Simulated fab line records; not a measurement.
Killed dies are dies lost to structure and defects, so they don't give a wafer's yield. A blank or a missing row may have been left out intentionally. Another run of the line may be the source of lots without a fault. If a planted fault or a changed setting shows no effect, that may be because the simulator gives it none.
Problem report, 8D (eight disciplines) form, completed by code | flow rit cmos | the parts of the form that need people (team, actions taken, sign-off) are left out

## 1. THE ISSUE
Mean of run length s at RIT_NLDD_SOFTBAKE_02: 82.71 s across 6 wafers in 2 lots; on wafers with no fault it is 89.26 s (standard deviation 0.12). Relative to the usual mean, that is a shift of -55 standard deviations.
The step: time 60 s.
Earliest sighting: wafer L414.1 on litho track-03 at day 5 23:59. The record has a number at this step for 42 wafers belonging to 14 lots. The rule behind "out" and "out of limits": a value lying over 4 standard deviations away from the usual mean. Any other wafer with a number is counted as sound.

## 2. WHAT IT IS; WHAT IT IS NOT
question                    | is                                 | is not
which readings at this step | run length s, heater power total W | -
which lots                  | L414, L418                         | L399, L401, L403, L404, L405, L406, L408, L409, L411, L419, L420, L422
which wafers of those lots  | all that have a number             | -
read on which tools         | litho track-03                     | litho track-02, litho track-04
when                        | from day 5 23:59                   | up to then (27 sound wafers); but 9 sound wafers of L419, L420, L422 came after

## 3. THE SUSPECTS, EACH WITH WHAT RULES IT OUT
Counting: a tool at any process step up to the reading remains a suspect when it ran all the lots that are out and ran no sound lot after the first of those.
- litho track-03 at RIT_NLDD_SOFTBAKE_02 (time 60 s): kept. Every lot that is out went through it, starting with L414 (day 5 23:59), and after that it ran no sound lot; the last sound lot it ran before then is L411 (day 5 07:14). Its own heater power total W, run length s readings are out on those wafers.
Remaining after the count: litho track-03 at RIT_NLDD_SOFTBAKE_02.

## 4. THE CAUSE (what the simulator had put in)
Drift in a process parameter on litho track-03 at RIT_NLDD_SOFTBAKE_02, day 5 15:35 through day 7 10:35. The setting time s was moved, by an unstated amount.
The count eliminated every tool but this one.

## 5. THE EFFECT CHAIN, in route order
Each row: a reading where the mean over the struck wafers with a number is more than 3 standard deviations away from the usual. Scope: only readings with a usual standard deviation given in the record; hours: median across lots of the time from each lot's start at the first step in this table that gives one to its start at this step; sigmas: change in usual standard deviations.
hours | step                 | reading              | usual   | on struck wafers | change | sigmas
0     | RIT_NLDD_SOFTBAKE_02 | heater power total W | 34.56 W | 35.77            | +1.21  | +26
0     | RIT_NLDD_SOFTBAKE_02 | run length s         | 89.26 s | 82.71            | -6.55  | -55
Process steps it contains:
- RIT_NLDD_SOFTBAKE_02: time 60 s.

## 6. WHAT WOULD HAVE CAUGHT IT SOONER
8 hours passed between the start of the fault at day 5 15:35 and the first reading out of limits in this record, taken at day 5 23:59.
